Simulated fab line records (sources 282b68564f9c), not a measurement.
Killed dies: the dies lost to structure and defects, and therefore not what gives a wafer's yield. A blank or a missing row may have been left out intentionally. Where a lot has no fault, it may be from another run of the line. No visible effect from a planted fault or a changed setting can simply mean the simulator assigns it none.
Which tool was responsible? -- flow rit cmos -- 14 lots with 42 wafers sampled at 2 steps, on a route of 202 steps

WHAT THE GAUGES SHOWED, per wafer
RIT_PLDD_OVL_MEAS_06. Usual: for PLDD_OVL the level is 0.1 nm and the standard deviation is 1.6.
lot,measured,on,PLDD_OVL (nm),flag
L143,day 2 20:40,overlay-02,1.5 1.6 -0.1,
L144,day 3 00:33,overlay-01,-0.1 -0.5 -0.1,
L145,day 3 11:10,overlay-02,-0.2 1.3 0.4,
L146,day 3 17:23,overlay-02,1.5 0.4 0.1,
L147,day 3 22:27,overlay-02,0.5 2.1 0.1,
L148,day 4 01:27,overlay-02,0.1 0.9 -0.4,
L151,day 4 19:44,overlay-02,- - -,OFF
L155,day 5 12:08,overlay-01,- - -,OFF
L156,day 5 19:10,overlay-02,-1.2 -1.3 -0.4,
L157,day 6 09:11,overlay-02,-1.5 -1.3 -0.6,
L159,day 6 18:05,overlay-02,0.3 0.0 -0.6,
L161,day 7 07:05,overlay-02,-4.0 -2.8 -1.4,
L163,day 7 22:12,overlay-02,0.4 -0.2 2.4,
L165,day 8 10:43,overlay-01,0.3 -1.3 -2.6,

TOOL THAT RAN EACH LOT (tool first, then ch and the chambers of the sampled wafers, then the start)
lot,RIT_PLDD_EXPOSE_03
L143,"iline stepper-01 ch 0, day 2 20:16"
L144,"iline stepper-02 ch 0, day 3 00:08"
L145,"iline stepper-02 ch 0, day 3 10:47"
L146,"iline stepper-01 ch 0, day 3 17:02"
L147,"iline stepper-01 ch 0, day 3 21:56"
L148,"iline stepper-02 ch 0, day 4 01:04"
L151,"iline stepper-01 ch 0, day 4 19:20"
L155,"iline stepper-01 ch 0, day 5 11:44"
L156,"iline stepper-02 ch 0, day 5 18:46"
L157,"iline stepper-02 ch 0, day 6 08:49"
L159,"iline stepper-02 ch 0, day 6 17:42"
L161,"iline stepper-02 ch 0, day 7 06:42"
L163,"iline stepper-02 ch 0, day 7 21:48"
L165,"iline stepper-02 ch 0, day 8 10:15"
- RIT_PLDD_EXPOSE_03: exposes mask M8, target cd 40900 nm.

AS READ BY THE TOOLS THEMSELVES (means over the sampled wafers that have a number; for cases with no such wafer, the mark the record gives instead)
The record holds no such reading with a usual standard deviation.

THE ANSWER, worked out from the rows above alone
Rule: take the mean of a lot's wafers that have a number; if it is more than 3 standard deviations from the usual mean, the lot is off. Also off: a lot with no number at a reading for which 4 or more lots have one. All remaining lots with rows at the step are treated as sound. Order of review: gauges by route order, followed by the tools' own readings, for which a lot's mean as printed above is used. At the first step where some lot is off, the reading lying furthest off is the one used; lots without a number count as furthest.
Off: L151, L155, at RIT_PLDD_OVL_MEAS_06 (PLDD_OVL). Without a number there: L151, L155.
If a tool, at a process step before that reading, ran all the lots that are off and no sound lot after the first of them, it fits. Those tools and the gauges at RIT_PLDD_OVL_MEAS_06 are tried in the same way. One fits: iline stepper-01 at RIT_PLDD_EXPOSE_03. A fault onset in the window from L147 (day 3 21:56, its last sound lot) to L151 (day 4 19:20, its first lot off) fits.

WHAT THE SIMULATOR PUT IN
Scanner matching overlay: iline stepper-01, from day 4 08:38 on, at RIT_PLDD_EXPOSE_03. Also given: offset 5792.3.
Shown lots that were struck: L151, L155. Same finding as the rule above.
